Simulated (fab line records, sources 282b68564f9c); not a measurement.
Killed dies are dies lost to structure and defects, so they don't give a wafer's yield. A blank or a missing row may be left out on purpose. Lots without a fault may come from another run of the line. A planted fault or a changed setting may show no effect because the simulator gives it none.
One fault seen from 2 desks | flow rit_cmos | each desk has only its own numbers; what lay behind them comes last

THE TOOL OWNER'S DESK: litho_track-03
The tool's own readings at RIT_NWELL_COAT_01 (resist thk 1300 nm): means of the sampled wafers that have a number, for each lot that ran on this tool. A lot is out of limits, marked OUT, if its mean lies more than 4 standard deviations from the usual mean; the brackets give that distance.
Columns: A = resist_line_temp_C at RIT_NWELL_COAT_01, usual 22.98 C; B = spin_speed_rpm at RIT_NWELL_COAT_01, usual 1999.8 rpm
lot  | first seen here | A     | B
L132 | day 3 07:25     | 22.96 | 1998.5
L135 | day 3 21:25     | 22.98 | 1487.3 (-99 or more) OUT
L136 | day 4 02:28     | 23.02 | 1488.3 (-99 or more) OUT
This desk's finding: out of limits on L135, L136; first on L135, day 3 21:25 (spin_speed_rpm at RIT_NWELL_COAT_01). In limits: L132.

THE METROLOGY DESK
What the gauges read, lot by lot, whatever tool the lot ran on: means of the sampled wafers that have a number. A lot is out of limits, marked OUT, if its mean lies more than 4 standard deviations from the usual mean; the brackets give that distance.
Columns: A = FOX1_OXIDE_THK at RIT_FOX1_THK_MEAS_01, usual 353 nm; B = FOX2_OXIDE_THK at RIT_FOX2_THK_MEAS_01, usual 352 nm; C = FIELD_OXIDE_LEFT_1_THK at RIT_FOX2_THK_MEAS_90, usual 325 nm; D = NWELL_OVL at RIT_NWELL_OVL_MEAS_06, usual -0.1 nm
lot  | first seen here | A   | B   | C   | D
L128 | day 2 09:22     | 367 | 343 | 316 | 0.0
L132 | day 3 03:56     | 359 | 345 | 318 | -0.6
L135 | day 3 18:49     | 353 | 353 | 326 | 0.2
L136 | day 3 23:49     | 344 | 352 | 324 | -0.1
L140 | day 4 19:52     | 355 | 350 | 324 | -2.5
L148 | day 6 11:58     | 343 | 354 | 327 | 1.5
This desk's finding: nothing out of limits on any of the 6 lots.

PUT TOGETHER
The tool owner's desk could have raised an alarm at day 3 21:25, on L135, L136.
The metrology desk saw nothing out of limits.
The metrology desk has L135, L136 on record, within its limits.
Of the lots named, all ran RIT_NWELL_COAT_01 on litho_track-03.

WHAT THE SIMULATOR HAD PUT IN
Process parameter drift: litho_track-03, from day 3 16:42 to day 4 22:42, at RIT_NWELL_COAT_01. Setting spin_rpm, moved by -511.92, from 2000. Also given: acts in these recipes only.
Lots struck among those shown: L135, L136.
Hours from the fault's start to each desk's first reading out of limits: the tool owner's desk, 5.
